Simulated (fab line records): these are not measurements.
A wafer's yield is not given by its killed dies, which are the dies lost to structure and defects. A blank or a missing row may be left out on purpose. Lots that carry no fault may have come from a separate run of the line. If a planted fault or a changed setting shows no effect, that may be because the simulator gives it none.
A single fault, viewed from 2 desks / flow rit-cmos / every desk sees just its own numbers, and what lay behind them comes last

THE METROLOGY DESK
Means of the sampled wafers that have a number, per lot and without regard to the tool the lot ran on: this is what the gauges read. If a lot's mean is further than 4 standard deviations from the usual mean, the lot is out of limits and carries the mark OUT (the distance appears in the brackets).
Columns: A = cd-nm at RIT_CONTACT_CD_MEAS_08, usual 1000.6 nm
lot=L350; first seen here=day 3 05:23; A=1000.4
lot=L351; first seen here=day 3 07:58; A=997.7
lot=L352; first seen here=day 3 15:14; A=1002.2
lot=L354; first seen here=day 4 01:44; A=1002.9
lot=L355; first seen here=day 4 05:17; A=1000.9
lot=L357; first seen here=day 4 15:12; A=998.4
lot=L362; first seen here=day 5 15:39; A=995.4
lot=L363; first seen here=day 5 20:09; A=1000.8
lot=L364; first seen here=day 6 02:07; A=1000.2
lot=L368; first seen here=day 6 22:07; A=1001.3
lot=L369; first seen here=day 7 02:50; A=1000.8
lot=L371; first seen here=day 7 14:34; A=1001.8
lot=L372; first seen here=day 7 19:45; A=1000.6
lot=L373; first seen here=day 8 04:12; A=996.8
This desk found nothing out of limits on any of the 14 lots.

AT THE TOOL OWNER'S DESK: rie-diel-02
The tool's own readings at RIT_ACTIVE_ETCH_13 (etches Si3N4 in SF6, stops on SiO2, time 210 s, target depth 210 nm): means of the sampled wafers that have a number, for each lot that ran on this tool. If a lot's mean is further than 4 standard deviations from the usual mean, the lot is out of limits and carries the mark OUT (the distance appears in the brackets).
Columns: A = drypump-motor-current-A at RIT_ACTIVE_ETCH_13, usual 5.7 A; B = oes-product-au at RIT_ACTIVE_ETCH_13, usual 0.812 a.u.; C = throttle-valve-pct at RIT_ACTIVE_ETCH_13, usual 7.54 %
lot=L350; first seen here=day 1 15:23; A=5.3; B=0.811; C=7.51
lot=L354; first seen here=day 2 10:43; A=5.6; B=0.966 (+11) OUT; C=7.58
lot=L355; first seen here=day 2 15:50; A=5.4; B=0.963 (+11) OUT; C=7.56
This desk finds L354, L355 out of limits, L354 being first, at day 2 10:43 (oes-product-au at RIT_ACTIVE_ETCH_13). In limits: L350.

PUT TOGETHER
The tool owner's desk had the chance to raise an alarm at day 2 10:43 on L354, L355.
Nothing out of limits was seen by the metrology desk.
The metrology desk has L354, L355 on record, within its limits.
The lots listed all ran RIT_ACTIVE_ETCH_13 on rie-diel-02.

WHAT THE SIMULATOR HAD INSERTED
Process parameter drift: rie-diel-02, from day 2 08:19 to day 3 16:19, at RIT_ACTIVE_ETCH_13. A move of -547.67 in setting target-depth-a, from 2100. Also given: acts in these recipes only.
Lots struck among those shown: L354, L355.
Each desk's first reading out of limits, in hours after the fault started: the tool owner's desk, 2.
